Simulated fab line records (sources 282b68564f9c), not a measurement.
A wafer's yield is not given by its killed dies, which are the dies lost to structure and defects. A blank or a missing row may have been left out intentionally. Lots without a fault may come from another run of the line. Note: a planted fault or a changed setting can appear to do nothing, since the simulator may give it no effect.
A struck lot beside a sound one | flow rit cmos | 14 out of 202 route steps
Sound: these wafers, L163.1, L163.2, L163.4. Wafers struck: L171.3, L171.4, L171.5. At the end, the cause is stated.
At each step with rows: each side's tool, then ch and its chambers, then its first start. Under that, the readings that differ: sound wafers | struck wafers | difference of the means | sigmas: that difference in standard deviations of wafers without a fault.
alike: readings with means less than 2 such deviations apart, plus words and numbers identical on both sides. not compared: withheld readings, readings lacking a value on some wafer, bounds such as >300 that could conceal the same value, and numbers that have no deviation in the record and whose values overlap.
Wherever a step has rows on one side only, a row that says differs or no value, or a row with sigmas, the two part there. When numbers do not overlap yet have no deviation, they are printed without sigmas and do not part them. A reading that every wafer of one side lacks parts them only if that side has two wafers or more.

first, 1 step without rows for these wafers: RIT_GATE_HARDBAKE_18 (time 60 s).
RIT_GATE_ETCH_19: etches poly-Si in SF6/CHF3/O2, stops on SiO2, time 165 s, target depth 312.5 nm.
  sound on rie si-02 ch 0,2,3, day 3 08:44; struck on rie si-02 ch 0,1,2, day 5 01:36
  alike: drypump motor current A, oes product au, throttle valve pct
  not compared: rf hours counter h
RIT_GATE_STRIP_20: strips in O2, time 180 s.
  sound on plasma asher-02 ch 0,1, day 3 08:50; struck on plasma asher-02 ch 0,1, day 5 01:46
  alike: drypump motor current A
  not compared: rf hours counter h
RIT_GATE_CD_MEAS_90: target cd 150 nm.
  sound on cd sem-01, day 3 09:01; struck on cd sem-01, day 5 01:55
  alike: cd nm
then, 4 steps without rows for these wafers: RIT_REOX_CLEAN_00 (cleans in SC1, time 600 s); RIT_REOX_CLEAN_01 (cleans in dHF, time 30 s); RIT_REOX_CLEAN_02 (cleans in SC2, time 600 s); RIT_REOX_OXIDATION_03 (target thk 25.2 nm, ox time 5580 s).
RIT_REOX_THK_MEAS_04:
  sound on film metro-01, day 3 12:35; struck on film metro-03, day 5 05:21
  alike: REOX_OXIDE_THK
then, 3 steps without rows for these wafers: RIT_NLDD_HMDS_00 (prime time 60 s); RIT_NLDD_COAT_01 (resist thk 1000 nm); RIT_NLDD_SOFTBAKE_02 (time 60 s).
RIT_NLDD_EXPOSE_03: exposes mask M7, target cd 40700 nm.
  sound on iline stepper-02 ch 0, day 3 13:20; struck on iline stepper-02, day 5 05:53
  no value came back on the struck wafers for exposure dose mJ cm2, focus offset nm (nm); on the sound wafers exposure dose mJ cm2 reads 250.25 250.58 250.50
  alike: mask
following that, these wafers have no rows for 1 step: RIT_NLDD_PEB_04.

== WHERE THEY PART ==
Only at RIT_NLDD_EXPOSE_03, as far as this record shows.

WHY: whatever the simulator had introduced
Step skipped in full: iline stepper-02, at RIT_NLDD_EXPOSE_03, from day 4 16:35 onward. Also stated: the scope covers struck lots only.
